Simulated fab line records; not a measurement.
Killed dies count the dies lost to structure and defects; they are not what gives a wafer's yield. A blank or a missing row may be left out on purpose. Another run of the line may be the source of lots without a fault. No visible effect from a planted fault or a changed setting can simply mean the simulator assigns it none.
Which tool was responsible?	flow berkeley cmos170	Sampling: 14 lots, 42 wafers, 4 of 331 route steps

WHAT THE GAUGES READ, wafer by wafer
UCB170_SDANNEAL_RS_MEAS_05: uses a four-point probe to measure.
lot	measured	on	NLDD_RS (ohm/sq)
L889	day 7 09:02	film metro-03	617.6 619.4 619.0
L888	day 7 09:29	film metro-04	614.4 615.3 615.5
L892	day 8 01:21	film metro-03	617.6 618.0 616.9
L891	day 8 01:31	film metro-01	614.5 614.3 614.1
L893	day 8 02:15	film metro-04	616.1 615.6 614.5
L895	day 8 14:04	film metro-01	614.2 612.9 613.3
L899	day 9 04:14	film metro-03	617.8 615.9 617.2
L898	day 9 04:47	film metro-01	614.7 615.0 617.0
L904	day 10 04:08	film metro-03	617.3 619.2 618.9
L907	day 10 12:12	film metro-04	617.4 618.3 617.3
L906	day 10 12:50	film metro-04	617.5 618.0 617.7
L909	day 10 20:19	film metro-03	617.4 615.3 617.1

UCB170_SILICIDE_RS_MEAS_02: uses a four-point probe to measure.
lot	measured	on	SILICIDE_TI_RS (ohm/sq)
L889	day 7 09:16	film metro-02	25.8 26.7 26.2
L888	day 7 09:42	film metro-01	25.5 25.8 26.1
L892	day 8 01:34	film metro-04	26.2 26.5 26.3
L891	day 8 01:44	film metro-01	26.3 26.2 26.0
L893	day 8 02:28	film metro-01	26.0 26.3 26.4
L895	day 8 14:17	film metro-02	26.2 26.1 25.9
L899	day 9 04:26	film metro-02	26.0 25.6 25.5
L898	day 9 05:01	film metro-04	26.0 25.5 25.4
L904	day 10 04:22	film metro-04	25.9 26.1 26.0
L907	day 10 12:25	film metro-02	25.0 25.7 24.9
L906	day 10 13:03	film metro-04	25.9 25.7 25.4
L909	day 10 20:32	film metro-04	25.9 26.5 25.7

WHAT TOOL EACH LOT RAN ON (gives the tool, then ch and the chambers of the sampled wafers, and finally the start)
lot	UCB170_BACKSIDE_STRIP_03	UCB170_SDANNEAL_RTA_00
L889	plasma asher-04 ch 0,1, day 7 08:16	rtp anneal-02 ch 0, day 7 08:33
L888	plasma asher-04 ch 0,1, day 7 08:43	rtp anneal-01 ch 0, day 7 09:00
L892	plasma asher-01 ch 0,1, day 8 00:35	rtp anneal-02 ch 0, day 8 00:52
L891	plasma asher-03 ch 0,1, day 8 00:44	rtp anneal-01 ch 0, day 8 01:01
L893	plasma asher-03 ch 0,1, day 8 01:29	rtp anneal-01 ch 0, day 8 01:45
L895	plasma asher-03 ch 1, day 8 13:17	rtp anneal-02 ch 0, day 8 13:34
L899	plasma asher-04 ch 0,1, day 9 03:26	rtp anneal-01 ch 0, day 9 03:44
L896	plasma asher-03 ch 0,1, day 9 03:33	-
L897	plasma asher-04 ch 0,1, day 9 03:37	-
L898	plasma asher-01 ch 0,1, day 9 03:53	rtp anneal-02 ch 0, day 9 04:10
L904	plasma asher-03 ch 0,1, day 10 03:23	rtp anneal-02 ch 0, day 10 03:38
L907	plasma asher-03 ch 0, day 10 11:14	rtp anneal-02 ch 0, day 10 11:43
L906	plasma asher-04 ch 0,1, day 10 11:57	rtp anneal-02 ch 0, day 10 12:21
L909	plasma asher-04 ch 0,1, day 10 19:32	rtp anneal-01 ch 0, day 10 19:49
- UCB170_BACKSIDE_STRIP_03: strips in O2.
- UCB170_SDANNEAL_RTA_00: time 10 s.

WHAT THE TOOLS THEMSELVES READ (means of the sampled wafers that have a number; where no wafer has one, the mark that the record gives instead)
UCB170_BACKSIDE_STRIP_03.
lot	tool	chamber pressure mTorr (mTorr)	drypump motor current A (A)	oes product au (a.u.)	strip time to endpoint s (s)
L889	plasma asher-04	3500	6.1	0.733	21.97
L888	plasma asher-04	3500	6.3	0.734	21.94
L892	plasma asher-01	3499	4.9	0.733	21.87
L891	plasma asher-03	3501	6.4	0.736	21.97
L893	plasma asher-03	3500	6.4	0.736	21.99
L895	plasma asher-03	3499	6.6	0.736	21.95
L899	plasma asher-04	3500	6.3	0.735	21.92
L896	plasma asher-03	-	-	-	-
L897	plasma asher-04	-	-	-	-
L898	plasma asher-01	3500	4.8	0.742	21.97
L904	plasma asher-03	3501	6.4	0.733	21.93
L907	plasma asher-03	3500	6.0	0.733	22.09
L906	plasma asher-04	3499	6.3	0.736	21.90
L909	plasma asher-04	3501	6.3	0.733	22.02

UCB170_SDANNEAL_RTA_00.
lot	tool	lamp power pct (%)	wafer_temp_C_max
L889	rtp anneal-02	26.4	906.7
L888	rtp anneal-01	23.6	904.1
L892	rtp anneal-02	26.4	906.6
L891	rtp anneal-01	23.6	903.5
L893	rtp anneal-01	23.6	904.1
L895	rtp anneal-02	26.4	907.3
L899	rtp anneal-01	23.6	904.0
L898	rtp anneal-02	26.4	908.5
L904	rtp anneal-02	26.4	907.6
L907	rtp anneal-02	26.4	906.6
L906	rtp anneal-02	26.4	907.9
L909	rtp anneal-01	23.6	904.6

THE ANSWER, worked out from the rows above alone
Rule: usual is defined by the lots themselves. Put in order of their means at a reading, lots are off if they are a third of the lots or fewer, leave a main group of 4 or more, and stand apart from it by a gap of 3 or more times the standard deviation of the main group's means; of several such gaps the widest counts. A main group is skipped when, at the precision printed for the reading in the tables above, its means are all equal. A lot without any number at a reading at which 4 lots or more have one is off too. The other lots that the step has rows for count as sound. After the gauges, taken in route order, come the tools' own readings; for these a lot's mean is taken, as printed above. The first step at which some lot is off is used, and at that step the reading that is off furthest; a lot without a number counts as furthest.
Off at UCB170_BACKSIDE_STRIP_03 (chamber pressure mTorr): L896, L897. Without a number there: L896, L897. The main group: mean 3500 mTorr, standard deviation 0.71.
A tool fits if, at that step or a process step before it, it ran every lot that is off, and no sound lot after the first of them. No candidate that was tried fits.

WHAT THE SIMULATOR HAD INSERTED
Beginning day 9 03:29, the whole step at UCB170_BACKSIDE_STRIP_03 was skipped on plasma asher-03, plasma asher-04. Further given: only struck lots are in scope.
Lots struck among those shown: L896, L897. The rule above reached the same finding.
